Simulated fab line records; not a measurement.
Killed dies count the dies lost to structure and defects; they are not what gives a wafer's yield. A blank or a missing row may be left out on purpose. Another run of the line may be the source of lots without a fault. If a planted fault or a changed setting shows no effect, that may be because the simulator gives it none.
fab line records	flow rit-cmos
record lots=6	wafers=18	last-day=7
route steps=202 shown REOX@99 NLDD@103 PLDD@114 SPACER@125 NSD@131 M1@202
lots that met no fault: from a run of the same line without faults
start-h: the number of hours between the record's first day and the start of the first shown wafer of the lot	wait-h: time in hours since the lot's previous step	" repeats the value in the row above	L1.1+2: a row that stands for several wafers	- no value present, or no start provided	* or withheld: withheld	< > ~ a bound
route shown NAME@n: NAME is a module with steps in the file, n the number in the route of the first one	usual: mean/standard deviation taken from wafers without a fault	same: alike in all rows	chamber/n: place in a boat	sites: per-site readings	_std_site: the standard deviation of these	_edge_site: outer sites' mean less inner sites'	radius-mm: how far each site lies from the wafer's centre	mask NAME#n: copy n	behind: tool/chamber where the wafer was last shaped	hold: what put the lot on hold/how long, in hours/how the hold closed	device: which transistor (n, p or np) failed to switch	end of line: at the end of the route, the tests of the same wafers	for a step that has no rows: nothing shown but its recipe	killed: the dies lost at the first sort to structure and to defects; this is not the yield of the wafer	map: per-die view of a wafer (x killed, . not killed, _ where there is no die)
set.NAME: the setting that was run; set.NAME@STEP: the one run at that earlier step	model.NAME: the simulator's own value behind a step, which no gauge read
lots seen at some steps along the route; tables by step, rows by wafer
services: when a tool's chamber went out of use (start-h, in hours from the record's first day, below 0 if earlier), for how many hours, and the reason
## steps
# step RIT_REOX_CLEAN_01
# recipe chemistry=dHF	dilution=50:1	time-s=30
# step RIT_REOX_CLEAN_02
# recipe chemistry=SC2	mix=3:3:50	time-s=600	temp-c=75	dry=n2-spin
# step RIT_REOX_OXIDATION_03
# recipe temp-c=900	ambient=O2	target-thk-a=252	ox-time-s=5580
# step RIT_REOX_THK_MEAS_04
# recipe reads=SiO2_of_REOX_OXIDATION_03
# usual REOX_OXIDE_THK=25.0/0.51
lot.wafer	tool	chamber	start-h	wait-h	REOX_OXIDE_THK[nm]
L159.2	film-metro-04	-	61.38	0.0	24.6
L159.5	"	-	"	"	25.2
L159.6	"	-	"	"	24.9
L164.2	film-metro-02	-	86.41	0.0	24.6
L164.3	"	-	"	"	25.1
L164.6	"	-	"	"	24.5
L168.1	film-metro-03	-	106.17	0.0	25.0
L168.4	"	-	"	"	24.9
L168.6	"	-	"	"	24.7
L169.1	film-metro-02	-	110.88	0.0	25.7
L169.4	"	-	"	"	25.4
L169.6	"	-	"	"	25.6
L170.1	film-metro-03	-	116.34	0.0	25.4
L170.2	"	-	"	"	24.9
L170.5	"	-	"	"	25.1
L176.1	film-metro-04	-	144.72	0.0	24.8
L176.5	"	-	"	"	24.5
L176.6	"	-	"	"	24.7
# step RIT_NLDD_HMDS_00
# recipe prime-time-s=60	prime-temp-c=140
# step RIT_NLDD_COAT_01
# recipe resist=NOVOLAK	spin-rpm=3250	resist-thk-nm=1000
# step RIT_NLDD_SOFTBAKE_02
# recipe resist=NOVOLAK	temp-c=90	time-s=60
# step RIT_NLDD_EXPOSE_03
# recipe mask-id=M7	na=0.57	target-cd-nm=40700	dose-mj=250
# step RIT_NLDD_PEB_04
# recipe resist=NOVOLAK	temp-c=withheld	time-s=withheld
# step RIT_NLDD_DEVELOP_05
# recipe resist=NOVOLAK	develop-time-s=50	dev-temp-c=23
# step RIT_NLDD_OVL_MEAS_06
# usual NLDD_OVL=0.2/1.5
lot.wafer	tool	chamber	start-h	wait-h	NLDD_OVL[nm]
L159.2	overlay-01	-	62.41	-	0.9
L159.5	"	-	"	"	0.6
L159.6	"	-	"	"	0.5
L164.2	overlay-01	-	87.32	-	3.0
L164.3	"	-	"	"	3.5
L164.6	"	-	"	"	0.9
L168.1	overlay-02	-	107.32	-	1.2
L168.4	"	-	"	"	0.7
L168.6	"	-	"	"	0.6
L169.1	overlay-02	-	112.00	-	1.3
L169.4	"	-	"	"	-0.2
L169.6	"	-	"	"	-2.1
L170.1	overlay-01	-	117.25	-	-1.2
L170.2	"	-	"	"	-0.5
L170.5	"	-	"	"	-0.5
L176.1	overlay-02	-	145.75	-	0.0
L176.5	"	-	"	"	-0.9
L176.6	"	-	"	"	-3.2
# step RIT_NLDD_HARDBAKE_07
# recipe resist=NOVOLAK	temp-c=140	time-s=60
# step RIT_NLDD_IMPLANT_08
# recipe species=P	energy-kev=20	dose-cm2=5e+14	tilt-deg=7
# usual dose-ions-cm2=5.001e+14/5.1e+11
lot.wafer	tool	chamber	start-h	wait-h	dose-ions-cm2
L159.2	implanter-03	0	62.62	0.1	5.001e+14
L159.5	"	0	"	"	4.988e+14
L159.6	"	0	"	"	5.001e+14
L164.2	implanter-04	0	87.52	0.1	4.999e+14
L164.3	"	0	"	"	5.004e+14
L164.6	"	0	"	"	5.006e+14
L168.1	implanter-03	0	107.51	0.1	4.998e+14
L168.4	"	0	"	"	4.999e+14
L168.6	"	0	"	"	4.997e+14
L169.1	implanter-02	0	112.19	0.1	5.001e+14
L169.4	"	0	"	"	4.994e+14
L169.6	"	0	"	"	4.995e+14
L170.1	implanter-03	0	117.44	0.1	4.998e+14
L170.2	"	0	"	"	5.001e+14
L170.5	"	0	"	"	4.999e+14
L176.1	implanter-04	0	145.94	0.1	5.012e+14
L176.5	"	0	"	"	5.004e+14
L176.6	"	0	"	"	5.005e+14
# step RIT_NLDD_STRIP_09
# recipe chemistry=O2	time-s=180	resist=NOVOLAK	platen-temp-c=withheld	power-w=500	pressure-mtorr=4000	o2-flow-sccm=4000
# usual chamber-pressure-mTorr=4000/3.5	drypump-motor-current-A=5.5/0.35
lot.wafer	tool	chamber	start-h	wait-h	chamber-pressure-mTorr	drypump-motor-current-A	rf-hours-counter-h
L159.2	plasma-asher-01	0	62.74	0.1	3995	5.5	43
L159.5	"	1	"	"	4004	6.2	-
L159.6	"	0	"	"	3999	5.5	-
L164.2	plasma-asher-01	0	87.65	0.1	3997	5.5	45
L164.3	"	0	"	"	4004	5.5	-
L164.6	"	0	"	"	4005	5.5	-
L168.1	plasma-asher-01	0	107.66	0.1	4001	5.6	47
L168.4	"	1	"	"	3997	6.2	-
L168.6	"	0	"	"	4001	5.5	-
L169.1	plasma-asher-04	0	112.34	0.1	4006	5.4	32
L169.4	"	0	"	"	4000	5.5	-
L169.6	"	1	"	"	4003	5.3	-
L170.1	plasma-asher-04	1	117.59	0.1	4003	5.2	33
L170.2	"	0	"	"	4003	5.5	33
L170.5	"	0	"	"	3996	5.5	-
L176.1	plasma-asher-03	1	146.09	0.1	3994	5.1	52
L176.5	"	0	"	"	3997	5.4	-
L176.6	"	1	"	"	3996	5.1	-
# step RIT_NLDD_TW_MEAS_10
# usual NLDD_TW=2487/14
lot.wafer	tool	chamber	start-h	wait-h	NLDD_TW
L159.2	film-metro-04	-	62.93	0.1	2510
L159.5	"	-	"	"	2497
L159.6	"	-	"	"	2505
L164.2	film-metro-03	-	87.83	0.1	2480
L164.3	"	-	"	"	2457
L164.6	"	-	"	"	2457
L168.1	film-metro-04	-	107.83	0.1	2474
L168.4	"	-	"	"	2475
L168.6	"	-	"	"	2462
L169.1	film-metro-01	-	112.51	0.1	2504
L169.4	"	-	"	"	2495
L169.6	"	-	"	"	2498
L170.1	film-metro-03	-	117.76	0.1	2423
L170.2	"	-	"	"	2458
L170.5	"	-	"	"	2465
L176.1	film-metro-01	-	146.27	0.1	2484
L176.5	"	-	"	"	2484
L176.6	"	-	"	"	2488
# step RIT_PLDD_HMDS_00
# recipe prime-time-s=60	prime-temp-c=140
# step RIT_PLDD_COAT_01
# recipe resist=NOVOLAK	spin-rpm=3250	resist-thk-nm=1000
# step RIT_PLDD_SOFTBAKE_02
# recipe resist=NOVOLAK	temp-c=90	time-s=60
# step RIT_PLDD_EXPOSE_03
# recipe mask-id=M8	na=0.57	target-cd-nm=40900	dose-mj=250
# step RIT_PLDD_PEB_04
# recipe resist=NOVOLAK	temp-c=withheld	time-s=withheld
# step RIT_PLDD_DEVELOP_05
# recipe resist=NOVOLAK	develop-time-s=50	dev-temp-c=23
# step RIT_PLDD_OVL_MEAS_06
# usual PLDD_OVL=0.0/1.3
lot.wafer	tool	chamber	start-h	wait-h	PLDD_OVL[nm]
L159.2	overlay-02	-	63.96	-	0.0
L159.5	"	-	"	"	0.9
L159.6	"	-	"	"	0.3
L164.2	overlay-01	-	88.74	-	0.3
L164.3	"	-	"	"	0.6
L164.6	"	-	"	"	3.0
L168.1	overlay-02	-	108.87	-	-1.7
L168.4	"	-	"	"	-1.3
L168.6	"	-	"	"	-1.6
L169.1	overlay-01	-	113.42	-	-0.1
L169.4	"	-	"	"	-0.1
L169.6	"	-	"	"	-0.1
L170.1	overlay-02	-	118.80	-	0.8
L170.2	"	-	"	"	0.8
L170.5	"	-	"	"	0.4
L176.1	overlay-01	-	147.18	-	0.0
L176.5	"	-	"	"	-0.3
L176.6	"	-	"	"	0.3
# step RIT_PLDD_HARDBAKE_07
# recipe resist=NOVOLAK	temp-c=140	time-s=60
# step RIT_PLDD_IMPLANT_08
# recipe species=BF2	energy-kev=20	dose-cm2=9e+14	tilt-deg=7
# step RIT_PLDD_STRIP_09
# recipe chemistry=O2	time-s=180	resist=NOVOLAK	platen-temp-c=withheld	power-w=500	pressure-mtorr=4000	o2-flow-sccm=4000
# usual chamber-pressure-mTorr=4000/3.9	drypump-motor-current-A=5.4/0.3
lot.wafer	tool	chamber	start-h	wait-h	chamber-pressure-mTorr	drypump-motor-current-A	rf-hours-counter-h
L159.2	plasma-asher-04	0	64.29	0.1	4003	5.5	26
L159.5	"	1	"	"	4003	5.2	-
L159.6	"	0	"	"	4001	5.5	-
L164.2	plasma-asher-04	1	89.20	0.1	4005	5.2	29
L164.3	"	0	"	"	3997	5.5	-
L164.6	"	0	"	"	3998	5.5	-
L168.1	plasma-asher-02	0	109.34	0.1	4000	6.1	45
L168.4	"	1	"	"	3998	5.5	-
L168.6	"	1	"	"	3997	5.5	-
L169.1	plasma-asher-03	1	113.76	0.1	4004	5.1	49
L169.4	"	1	"	"	4005	5.1	-
L169.6	"	1	"	"	4002	5.1	-
L170.1	plasma-asher-02	0	119.14	0.1	3996	6.1	47
L170.2	"	1	"	"	3998	5.5	47
L170.5	"	1	"	"	3995	5.4	-
L176.1	plasma-asher-03	1	147.51	0.1	3996	5.1	53
L176.5	"	0	"	"	4010	5.4	-
L176.6	"	1	"	"	4007	5.1	-
# step RIT_PLDD_TW_MEAS_10
# usual PLDD_TW=2343/18
lot.wafer	tool	chamber	start-h	wait-h	PLDD_TW
L159.2	film-metro-03	-	64.47	0.1	2336
L159.5	"	-	"	"	2320
L159.6	"	-	"	"	2330
L164.2	film-metro-01	-	89.38	0.1	2336
L164.3	"	-	"	"	2346
L164.6	"	-	"	"	2372
L168.1	film-metro-04	-	109.51	0.1	2344
L168.4	"	-	"	"	2367
L168.6	"	-	"	"	2358
L169.1	film-metro-01	-	113.94	0.1	2357
L169.4	"	-	"	"	2350
L169.6	"	-	"	"	2354
L170.1	film-metro-03	-	119.31	0.1	2322
L170.2	"	-	"	"	2321
L170.5	"	-	"	"	2342
L176.1	film-metro-03	-	147.69	0.1	2324
L176.5	"	-	"	"	2323
L176.6	"	-	"	"	2330
# step RIT_SPACER_CLEAN_00
# recipe chemistry=SC1	mix=3:3:50	time-s=600	temp-c=75
# step RIT_SPACER_CLEAN_01
# recipe chemistry=dHF	dilution=50:1	time-s=30
# step RIT_SPACER_CLEAN_02
# recipe chemistry=SC2	mix=3:3:50	time-s=600	temp-c=75	dry=n2-spin
# step RIT_SPACER_CVD_03
# recipe material=Si3N4	target-thk-nm=250	temp-c=810	precursor=SiH2Cl2/NH3	time-s=3300	pressure-mtorr=300	sih2cl2-flow-sccm=60	nh3-flow-sccm=150
# step RIT_SPACER_THK_MEAS_04
# recipe reads=Si3N4_of_SPACER_CVD_03
# usual SPACER_NITRIDE_THK=251.0/2.1
lot.wafer	tool	chamber	start-h	wait-h	SPACER_NITRIDE_THK[nm]
L159.2	film-metro-01	-	66.87	0.0	251.9
L159.5	"	-	"	"	251.5
L159.6	"	-	"	"	252.3
L164.2	film-metro-02	-	91.73	0.0	248.8
L164.3	"	-	"	"	250.9
L164.6	"	-	"	"	246.3
L168.1	film-metro-04	-	111.86	0.0	251.2
L168.4	"	-	"	"	250.6
L168.6	"	-	"	"	251.7
L169.1	film-metro-02	-	116.28	0.0	252.0
L169.4	"	-	"	"	252.6
L169.6	"	-	"	"	249.2
L170.1	film-metro-01	-	121.65	0.0	249.4
L170.2	"	-	"	"	250.3
L170.5	"	-	"	"	251.5
L176.1	film-metro-02	-	150.03	0.0	252.1
L176.5	"	-	"	"	250.8
L176.6	"	-	"	"	249.9
# step RIT_SPACER_ETCHBACK_05
# recipe target-depth-a=2500	SF6_flow_sccm=30	CHF3_flow_sccm=30	target=Si3N4	chemistry=SF6/CHF3	pressure-mtorr=40	rf-w=250	time-s=240	stop-on=SiO2
# usual chamber-pressure-mTorr=40.00/0.038	drypump-motor-current-A=5.9/0.54	oes-product-au=0.850/0.011	throttle-valve-pct=10.27/0.14
lot.wafer	tool	chamber	start-h	wait-h	chamber-pressure-mTorr	drypump-motor-current-A	oes-product-au	rf-hours-counter-h	throttle-valve-pct
L159.2	rie-diel-04	0	66.92	0.0	40.04	6.4	0.856	135	10.05
L159.5	"	1	"	"	40.01	5.5	0.849	-	10.28
L159.6	"	2	"	"	40.03	5.7	0.835	-	10.18
L164.2	rie-diel-02	1	91.78	0.0	39.93	5.7	0.846	4	10.19
L164.3	"	3	"	"	39.99	5.7	0.842	56	10.31
L164.6	"	2	"	"	39.97	6.0	0.850	-	10.45
L168.1	rie-diel-01	0	111.92	0.1	40.01	5.1	0.846	11	10.22
L168.4	"	1	"	"	40.04	6.6	0.853	6	10.42
L168.6	"	2	"	"	39.92	5.2	0.854	-	10.46
L169.1	rie-diel-02	2	116.34	0.1	39.99	6.1	0.887	92	10.44
L169.4	"	1	"	"	39.97	5.7	0.852	4	10.17
L169.6	"	1	"	"	39.98	5.7	0.846	-	10.18
L170.1	rie-diel-04	0	121.71	0.1	40.02	6.4	0.858	136	10.03
L170.2	"	2	"	"	40.04	5.7	0.828	132	10.19
L170.5	"	3	"	"	39.94	5.4	0.863	-	10.21
L176.1	rie-diel-01	1	150.09	0.1	40.00	6.6	0.861	7	10.44
L176.5	"	0	"	"	40.03	5.1	0.848	-	10.24
L176.6	"	1	"	"	39.98	6.6	0.848	-	10.43
# step RIT_NSD_HMDS_00
# recipe prime-time-s=60	prime-temp-c=140
# step RIT_NSD_COAT_01
# recipe resist=NOVOLAK	spin-rpm=3250	resist-thk-nm=1000
# step RIT_NSD_SOFTBAKE_02
# recipe resist=NOVOLAK	temp-c=90	time-s=60
# step RIT_NSD_EXPOSE_03
# recipe mask-id=M9	na=0.57	target-cd-nm=40700	dose-mj=250
# step RIT_NSD_PEB_04
# recipe resist=NOVOLAK	temp-c=withheld	time-s=withheld
# step RIT_NSD_DEVELOP_05
# recipe resist=NOVOLAK	develop-time-s=50	dev-temp-c=23
# step RIT_NSD_OVL_MEAS_06
# usual NSD_OVL=-1.2/1.2
lot.wafer	tool	chamber	start-h	wait-h	NSD_OVL[nm]
L159.2	overlay-02	-	67.92	-	-0.2
L159.5	"	-	"	"	-2.6
L159.6	"	-	"	"	-1.2
L164.2	overlay-02	-	92.78	-	0.4
L164.3	"	-	"	"	-0.7
L164.6	"	-	"	"	-1.4
L168.1	overlay-02	-	112.92	-	-2.8
L168.4	"	-	"	"	-2.3
L168.6	"	-	"	"	-2.9
L169.1	overlay-02	-	117.47	-	-3.1
L169.4	"	-	"	"	-1.1
L169.6	"	-	"	"	-0.5
L170.1	overlay-02	-	122.71	-	-1.7
L170.2	"	-	"	"	-1.8
L170.5	"	-	"	"	-2.5
L176.1	overlay-01	-	151.22	-	-0.1
L176.5	"	-	"	"	2.3
L176.6	"	-	"	"	1.0
# step RIT_NSD_HARDBAKE_07
# recipe resist=NOVOLAK	temp-c=140	time-s=60
# step RIT_NSD_IMPLANT_08
# recipe species=P	energy-kev=25	dose-cm2=1e+15	tilt-deg=7
# step RIT_NSD_STRIP_09
# recipe chemistry=O2	time-s=180	resist=NOVOLAK	platen-temp-c=withheld	power-w=500	pressure-mtorr=4000	o2-flow-sccm=4000
# usual chamber-pressure-mTorr=4000/3.6	drypump-motor-current-A=5.7/0.34
lot.wafer	tool	chamber	start-h	wait-h	chamber-pressure-mTorr	drypump-motor-current-A	rf-hours-counter-h
L159.2	plasma-asher-01	1	68.25	0.1	4002	6.2	43
L159.5	"	1	"	"	4006	6.2	-
L159.6	"	0	"	"	3994	5.5	-
L164.2	plasma-asher-02	1	93.11	0.1	3994	5.5	44
L164.3	"	1	"	"	3995	5.5	-
L164.6	"	0	"	"	4002	6.1	-
L168.1	plasma-asher-04	1	113.25	0.1	4000	5.3	32
L168.4	"	0	"	"	3999	5.5	-
L168.6	"	0	"	"	4000	5.5	-
L169.1	plasma-asher-01	0	117.80	0.1	4005	5.5	0
L169.4	"	0	"	"	3999	5.5	-
L169.6	"	0	"	"	4003	5.5	-
L170.1	plasma-asher-02	1	123.05	0.1	3999	5.5	47
L170.2	"	0	"	"	3999	6.1	47
L170.5	"	1	"	"	4001	5.5	-
L176.1	plasma-asher-02	1	151.55	0.1	4001	5.5	50
L176.5	"	1	"	"	4002	5.5	-
L176.6	"	0	"	"	4000	6.1	-
# step RIT_SDANNEAL_RS_MEAS_07
# recipe thk-meas-gauge=four-point-probe
# usual NLDD_RS=151.4/0.56
lot.wafer	tool	chamber	start-h	wait-h	NLDD_RS[ohm/sq]
L159.2	film-metro-01	-	70.87	0.1	152.0
L159.5	"	-	"	"	151.8
L159.6	"	-	"	"	151.8
L164.2	film-metro-03	-	95.70	0.1	151.6
L164.3	"	-	"	"	152.0
L164.6	"	-	"	"	151.7
L168.1	film-metro-03	-	115.89	0.1	-
L168.4	"	-	"	"	-
L168.6	"	-	"	"	-
L169.1	film-metro-03	-	120.32	0.1	151.0
L169.4	"	-	"	"	151.3
L169.6	"	-	"	"	151.3
L170.1	film-metro-04	-	125.97	0.1	-
L170.2	"	-	"	"	-
L170.5	"	-	"	"	-
L176.1	film-metro-03	-	154.12	0.1	152.1
L176.5	"	-	"	"	151.8
L176.6	"	-	"	"	151.7
# step RIT_M1_PROBE_99
# usual killed-at-front-end=7/3.1	killed-dies=7/3.1	killed-open=3.3/1.9	killed-short=3.3/2
# same gross-dies=264	killed_at_M0_to_M3=0	killed_at_M4_up=0	killed-at-back-side=0	killed-at-contacts=0	killed-at-other=0
lot.wafer	tool	chamber	start-h	wait-h	killed-at-front-end	killed-dies	killed-open	killed-short	model.etest.nmos-turned.drive-ua-um	model.etest.nmos_0p15.drive-ua-um	model.etest.nmos_0p15.swing-mv-dec	model.etest.retro-edge-nmos.off-log10-a-um	model.etest.nmos_0p15.off-log10-a-um	model.etest.ring.quiet-log10-a	model.etest.nmos_0p15.bv-v	model.etest.nmos-turned.isub-log10-a-um
L159.2	prober-01	-	78.03	0.1	6	6	2	4	324.8	463.4	85.45	-10.07	-10.26	-7.88	5.513	-7.182
L159.5	prober-01	-	78.18	0.2	4	4	2	2	316.4	468.8	85.72	-9.822	-10.02	-7.804	5.501	-7.299
L159.6	prober-01	-	78.23	0.2	11	11	7	4	321	462.3	86.34	-10.27	-10.34	-7.992	5.531	-7.225
L164.2	prober-01	-	103.44	0.1	8	8	6	2	337	470.9	86.03	-9.727	-9.871	-7.674	5.461	-7.118
L164.3	prober-01	-	103.49	0.2	4	4	2	2	324.8	462.5	85.5	-10.05	-10.18	-7.887	5.45	-7.082
L164.6	prober-01	-	103.64	0.2	3	3	1	2	338.5	469.4	86.24	-9.861	-9.989	-7.714	5.442	-7.109
L168.1	prober-01	-	122.77	0.1	7	7	3	4	468.6	498.5	87.24	-9.351	-9.498	-7.36	5.21	-6.996
L168.4	prober-01	-	122.92	0.2	4	4	2	2	468.2	506.8	87.2	-9.131	-9.253	-7.158	5.187	-6.926
L168.6	prober-01	-	123.02	0.2	8	8	4	4	471.2	501.3	87.38	-9.037	-9.145	-7.102	5.218	-6.96
L169.1	prober-01	-	127.60	0.1	7	7	5	2	321.6	465.8	87.12	-9.885	-9.973	-7.792	5.575	-7.171
L169.4	prober-01	-	127.75	0.2	1	1	0	1	328.2	471.7	86.94	-9.858	-10.06	-7.835	5.561	-7.145
L169.6	prober-01	-	127.85	0.2	8	8	5	3	317.3	461.8	87	-9.97	-10.13	-7.898	5.556	-7.131
L170.1	prober-01	-	133.05	0.1	0	0	0	0	474.6	494.9	86.4	-9.247	-9.253	-7.194	5.486	-6.979
L170.2	prober-01	-	133.10	0.1	3	3	2	1	451.6	500.9	85.49	-9.553	-9.675	-7.529	5.455	-7.064
L170.5	prober-01	-	133.25	0.2	6	6	3	3	457.5	490.4	86.59	-9.23	-9.418	-7.328	5.491	-6.984
L176.1	prober-01	-	161.45	0.1	8	8	4	4	320.2	461.4	85.85	-10.13	-10.3	-7.845	5.465	-7.139
L176.5	prober-01	-	161.65	0.2	5	5	2	3	320.6	457.6	85.94	-10.44	-10.46	-8.014	5.515	-7.19
L176.6	prober-01	-	161.70	0.2	3	3	1	2	313.7	444.7	85.92	-10.19	-10.35	-7.957	5.494	-7.198
# killed by level:class
L159.2 GATE:geometric-particle:short=3 FOX1:geometric-particle:open=1 FOX2:geometric-particle:short=1 GATE:geometric-particle:open=1
L159.5 SPACER:geometric-particle:open=2 SPACER:geometric-particle:short=2
L159.6 FOX1:geometric-particle:open=4 GATE:geometric-particle:open=2 FOX1:geometric-particle:short=1 GATE:geometric-particle:short=1 REOX:geometric-particle:short=1 SPACER:geometric-particle:short=1 SPACER:geometric-particle:open=1
L164.2 GATE:geometric-particle:open=3 FOX1:geometric-particle:short=1 FOX1:geometric-particle:open=1 REOX:geometric-particle:open=1 SPACER:geometric-particle:open=1 SILICIDE:geometric-particle:short=1
L164.3 GATE:geometric-particle:short=2 FOX1:geometric-particle:open=1 FOX2:geometric-particle:open=1
L164.6 SPACER:geometric-particle:short=2 REOX:geometric-particle:open=1
L168.1 GATE:geometric-particle:short=2 REOX:geometric-particle:open=2 SILICIDE:geometric-particle:short=1 REOX:geometric-particle:short=1 SILICIDE:geometric-particle:open=1
L168.4 FOX1:geometric-particle:short=1 GATE:geometric-particle:open=1 SPACER:geometric-particle:short=1 SILICIDE:geometric-particle:open=1
L168.6 GATE:geometric-particle:short=3 FOX2:geometric-particle:open=2 GATE:geometric-particle:open=2 SPACER:geometric-particle:short=1
L169.1 GATE:geometric-particle:open=2 SILICIDE:geometric-particle:open=2 FOX1:geometric-particle:short=1 REOX:geometric-particle:open=1 REOX:geometric-particle:short=1
L169.4 SPACER:geometric-particle:short=1
L169.6 SPACER:geometric-particle:open=3 FOX1:geometric-particle:short=2 FOX2:geometric-particle:open=1 GATE:geometric-particle:short=1 REOX:geometric-particle:open=1
L170.1
L170.2 REOX:geometric-particle:short=1 REOX:geometric-particle:open=1 SPACER:geometric-particle:open=1
L170.5 GATE:geometric-particle:short=2 FOX1:geometric-particle:open=1 FOX2:geometric-particle:open=1 GATE:geometric-particle:open=1 REOX:geometric-particle:short=1
L176.1 FOX2:geometric-particle:short=2 GATE:geometric-particle:open=2 GATE:geometric-particle:short=1 REOX:geometric-particle:short=1 SPACER:geometric-particle:open=1 SILICIDE:geometric-particle:open=1
L176.5 SILICIDE:geometric-particle:short=2 FOX1:geometric-particle:open=1 REOX:geometric-particle:open=1 SPACER:geometric-particle:short=1
L176.6 FOX1:geometric-particle:short=1 SPACER:geometric-particle:short=1 SPACER:geometric-particle:open=1
## services
tool	chamber	start-h	hours	kind
rie-diel-04	-	38.62	1.4	repair
plasma-asher-01	-	48.14	0.6	repair
rie-diel-01	3	50.59	8.4	repair
rie-diel-01	3	59.00	-	clean
rie-diel-01	3	59.00	19.1	scheduled-down
rie-diel-01	3	59.00	19.1	vent-cycle
rie-diel-04	2	75.73	3.9	repair
rie-diel-04	-	85.46	1.3	repair
rie-diel-04	3	100.90	8.7	repair
implanter-04	-	102.91	4.7	pm
plasma-asher-01	-	108.75	9.0	pm
plasma-asher-01	0	108.75	9.0	vent-cycle
plasma-asher-01	1	108.75	9.0	vent-cycle
plasma-asher-01	-	111.80	4.2	repair
plasma-asher-01	0	117.75	-	clean
plasma-asher-01	1	117.75	-	clean
rie-diel-04	1	121.16	-	clean
rie-diel-04	1	121.16	15.9	scheduled-down
rie-diel-04	1	121.16	15.9	vent-cycle
rie-diel-04	-	131.15	0.5	repair
rie-diel-01	2	134.59	16.3	repair
## key
first-sign step=RIT_NLDD_TW_MEAS_10	reading=NLDD_TW	direction=down	sigmas=1.9	usual=2487	struck=2460	wafers-moved=3
effect step=RIT_SDANNEAL_RS_MEAS_07	reading=NLDD_RS	direction=missing
model-effect step=RIT_M1_PROBE_99	value=etest.nmos-turned.drive-ua-um	without=335.1	struck=465.3
met-at RIT_NLDD_IMPLANT_08
struck-wafers L168.1,L168.4,L168.6,L170.1,L170.2,L170.5
tester-left-out L168,L170
onset-between 62.62 107.51
also-fits RIT_PLDD_STRIP_09:plasma-asher-02
fault kind=process-parameter-drift	tool=implanter-03	chamber=-	onset-h=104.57	steps=RIT_NLDD_IMPLANT_08	channel=tilt-deg	offset=-4	spread-by-wafer=0.3	shape=step	end-h=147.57	acts-in=these-recipes-only	stated=7
# tester-left-out: of these lots the tester's yield and bins aren't shown, on N5 and GAA mostly nor the transistor test; their killed dies are dies lost to structure and defects alone, not to doping, threshold or leakage, so they don't give the yield
